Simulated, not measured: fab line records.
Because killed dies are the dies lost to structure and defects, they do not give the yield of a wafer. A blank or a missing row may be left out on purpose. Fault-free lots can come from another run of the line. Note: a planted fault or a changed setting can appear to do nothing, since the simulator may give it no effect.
Struck lot and sound lot, side by side ; flow rit-cmos ; 18 out of 202 route steps
Sound: the wafers L942.1, L942.5, L942.6. Wafers struck: L950.2, L950.5, L950.6. The cause is given at the end.
Per side, at each step with rows, come the tool, then ch with its chambers, and then its first start. Under that, the readings that differ: sound wafers ; struck wafers ; difference of the means ; sigmas: that difference in standard deviations of wafers without a fault.
alike: same words and numbers on both sides, and readings whose means sit less than 2 such deviations apart. not compared: any withheld reading, any reading some wafer has no value for, any bound like >300 that may hide the same value, and any number with overlapping values for which the record gives no deviation.
Wherever a step has rows on one side only, a row that says differs or no value, or a row with sigmas, the two part there. When numbers do not overlap yet have no deviation, they are printed without sigmas and do not part them. A reading that every wafer of one side lacks parts them only if that side has two wafers or more.

first, 1 step without rows for these wafers: RIT_PLDD_IMPLANT_08.
RIT_PLDD_STRIP_09: strips in O2, time 180 s.
  sound on plasma-asher-03 ch 0,1, day 3 21:13; struck on plasma-asher-04 ch 0,1, day 5 13:44
  alike: drypump-motor-current-A
  not compared: rf-hours-counter-h
RIT_PLDD_TW_MEAS_10:
  sound: film-metro-03 at day 3 21:23; struck: film-metro-02 at day 5 13:55
reading;sound;struck;difference;sigmas
PLDD_TW;2357 2362 2362;2309 2302 2298;-57;-2
then, 4 steps without rows for these wafers: RIT_SPACER_CLEAN_00 (cleans in SC1, time 600 s); RIT_SPACER_CLEAN_01 (cleans in dHF, time 30 s); RIT_SPACER_CLEAN_02 (cleans in SC2, time 600 s); RIT_SPACER_CVD_03 (deposits Si3N4 from SiH2Cl2/NH3, target thk 250 nm, time 3300 s).
RIT_SPACER_THK_MEAS_04:
  sound: film-metro-04 at day 3 23:46; struck: film-metro-01 at day 5 16:17
  alike: SPACER_NITRIDE_THK
RIT_SPACER_ETCHBACK_05: etches Si3N4 in SF6/CHF3, stops on SiO2, target depth 250 nm, time 240 s.
  sound on rie-diel-01 ch 1,2, day 3 23:49; struck on rie-diel-01 ch 0,1,3, day 5 16:20
  alike: drypump-motor-current-A, oes-product-au, throttle-valve-pct
  not compared: rf-hours-counter-h
then, 3 steps without rows for these wafers: RIT_NSD_HMDS_00 (prime time 60 s); RIT_NSD_COAT_01 (resist thk 1000 nm); RIT_NSD_SOFTBAKE_02 (time 60 s).
RIT_NSD_EXPOSE_03: exposes mask M9, target cd 40700 nm.
  sound on iline-stepper-02 ch 0, day 4 00:25; struck on iline-stepper-01 ch 0, day 5 16:57
reading;sound;struck;difference;sigmas
exposure-dose-mJ-cm2;249.90 249.87 249.85;250.49 250.58 250.19;+0.55;+2
model.NSD.overlay-x-nm (nm);-0.9954 -0.9954 -0.9954;419.3 419.3 419.3;+420.3;
  alike: mask
then, 2 steps without rows for these wafers: RIT_NSD_PEB_04; RIT_NSD_DEVELOP_05 (develop time 50 s).
RIT_NSD_OVL_MEAS_06:
  sound: overlay-02 at day 4 00:49; struck: overlay-02 at day 5 17:20
reading;sound;struck;difference;sigmas
NSD_OVL (nm);0.0 1.1 1.1;419.8 418.7 419.6;+418.6;+99 or more
then, 1 step without rows for these wafers: RIT_NSD_HARDBAKE_07 (time 60 s).
RIT_M1_PROBE_99:
  sound: prober-02 at day 4 10:46; struck: prober-01 at day 6 03:43
reading;sound;struck;difference;sigmas
model.etest.select-edge-diode-n.over-limit;0 0 0;1 1 1;+1;
  alike: killed-at-front-end, killed-dies, killed-open, killed-short

## WHERE THEY PART
At RIT_PLDD_TW_MEAS_10 first; at RIT_NSD_OVL_MEAS_06 last (within this record only). Later steps at which nothing parts them and some readings are alike: RIT_M1_PROBE_99.

WHY: the cause the simulator had injected
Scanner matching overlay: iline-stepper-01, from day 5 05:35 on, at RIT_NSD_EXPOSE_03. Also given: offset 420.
